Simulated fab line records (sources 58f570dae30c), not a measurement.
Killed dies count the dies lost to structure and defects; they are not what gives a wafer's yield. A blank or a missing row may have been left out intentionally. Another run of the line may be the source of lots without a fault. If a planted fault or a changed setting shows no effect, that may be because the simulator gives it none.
Which of the tools did it? :: flow berkeleyCmos170 :: 14 lots, 40 wafers sampled, at 2 steps of a route of 331

## WHAT THE GAUGES READ, wafer by wafer
UCB170_GATE_THK_MEAS_02.
lot: L876
measured: day 6 06:43
on: filmMetro-03
GATE_OXIDE_THK (nm): 6.66 6.51 6.60

lot: L877
measured: day 6 06:43
on: filmMetro-01
GATE_OXIDE_THK (nm): 6.62 6.50 6.48

lot: L878
measured: day 6 21:16
on: filmMetro-04
GATE_OXIDE_THK (nm): 6.71 6.76 6.70

lot: L879
measured: day 7 09:30
on: filmMetro-04
GATE_OXIDE_THK (nm): 6.53 6.47 6.56

lot: L882
measured: day 7 09:31
on: filmMetro-01
GATE_OXIDE_THK (nm): 6.20 6.32 6.24

lot: L881
measured: day 7 09:31
on: filmMetro-03
GATE_OXIDE_THK (nm): 6.51 6.45 6.49

lot: L880
measured: day 7 09:34
on: filmMetro-03
GATE_OXIDE_THK (nm): 6.48 6.46 6.50

lot: L883
measured: day 7 17:53
on: filmMetro-04
GATE_OXIDE_THK (nm): 6.52 6.48 6.42

lot: L885
measured: day 8 07:11
on: filmMetro-01
GATE_OXIDE_THK (nm): 6.45 6.34 6.35

lot: L890
measured: day 9 01:30
on: filmMetro-01
GATE_OXIDE_THK (nm): 6.40

lot: L891
measured: day 9 05:36
on: filmMetro-03
GATE_OXIDE_THK (nm): 6.54 6.49 6.67

lot: L894
measured: day 9 22:08
on: filmMetro-03
GATE_OXIDE_THK (nm): 6.38 6.41 6.44

lot: L897
measured: day 10 10:47
on: filmMetro-01
GATE_OXIDE_THK (nm): 6.48 6.48 6.46

lot: L898
measured: day 10 17:01
on: filmMetro-01
GATE_OXIDE_THK (nm): 6.64 6.58 6.68

UCB170_PLDD_OVL_MEAS_07.
lot: L876
measured: day 6 18:55
on: overlay-02
PLDD_OVL (nm): 9 -5 8

lot: L877
measured: day 6 19:24
on: overlay-02
PLDD_OVL (nm): 5 5 -1

lot: L878
measured: day 7 05:37
on: overlay-02
PLDD_OVL (nm): 10 7 10

lot: L879
measured: day 7 19:08
on: overlay-01
PLDD_OVL (nm): 1 2 -1

lot: L882
measured: day 7 19:24
on: overlay-01
PLDD_OVL (nm): -4 4 -4

lot: L881
measured: day 7 19:55
on: overlay-01
PLDD_OVL (nm): 5 -2 1

lot: L880
measured: day 7 19:31
on: overlay-02
PLDD_OVL (nm): 3 5 5

lot: L883
measured: day 8 03:48
on: overlay-02
PLDD_OVL (nm): 1 2 4

lot: L885
measured: day 8 18:06
on: overlay-01
PLDD_OVL (nm): 14 8 8

lot: L890
measured: day 9 09:04
on: overlay-02
PLDD_OVL (nm): 9

lot: L891
measured: day 9 18:26
on: overlay-01
PLDD_OVL (nm): 2 1 3

lot: L894
measured: day 10 07:53
on: overlay-01
PLDD_OVL (nm): -6 2 0

lot: L897
measured: day 10 21:09
on: overlay-02
PLDD_OVL (nm): 8 10 5

lot: L898
measured: day 10 23:53
on: overlay-01
PLDD_OVL (nm): 5 1 2

## EACH LOT AND THE TOOL THAT RAN IT (in order: tool; ch and the chambers of the sampled wafers; start)
The record shows no process step preceding these readings.

## WHAT THE TOOLS THEMSELVES READ (means of the sampled wafers that have a number; where no wafer has one, the mark that the record gives instead)
The record holds no such reading with a usual standard deviation.

## THE ANSWER, worked out from the rows above alone
Rule: the usual values come from the lots themselves. The widest of any qualifying gaps counts: lots, ordered by their means at a reading, are off when they make up no more than a third of the lots, leave a main group of 4 or more, and stand apart from it by 3 or more times the standard deviation of that group's means. If all means in a main group match to the digits the tables above print for the reading, that group is not used. A lot without any number at a reading at which 4 lots or more have one is off too. Where the step has rows for the other lots, those lots are counted as sound. The gauges are gone through in route order, then the tools' own readings, and for those a lot's mean is taken as printed above. The first step at which some lot is off is used, and at that step the reading that is off furthest; a lot without a number counts as furthest.
None of the lots is off at any reading shown; this tells nothing.

## WHAT WAS PUT IN BY THE SIMULATOR
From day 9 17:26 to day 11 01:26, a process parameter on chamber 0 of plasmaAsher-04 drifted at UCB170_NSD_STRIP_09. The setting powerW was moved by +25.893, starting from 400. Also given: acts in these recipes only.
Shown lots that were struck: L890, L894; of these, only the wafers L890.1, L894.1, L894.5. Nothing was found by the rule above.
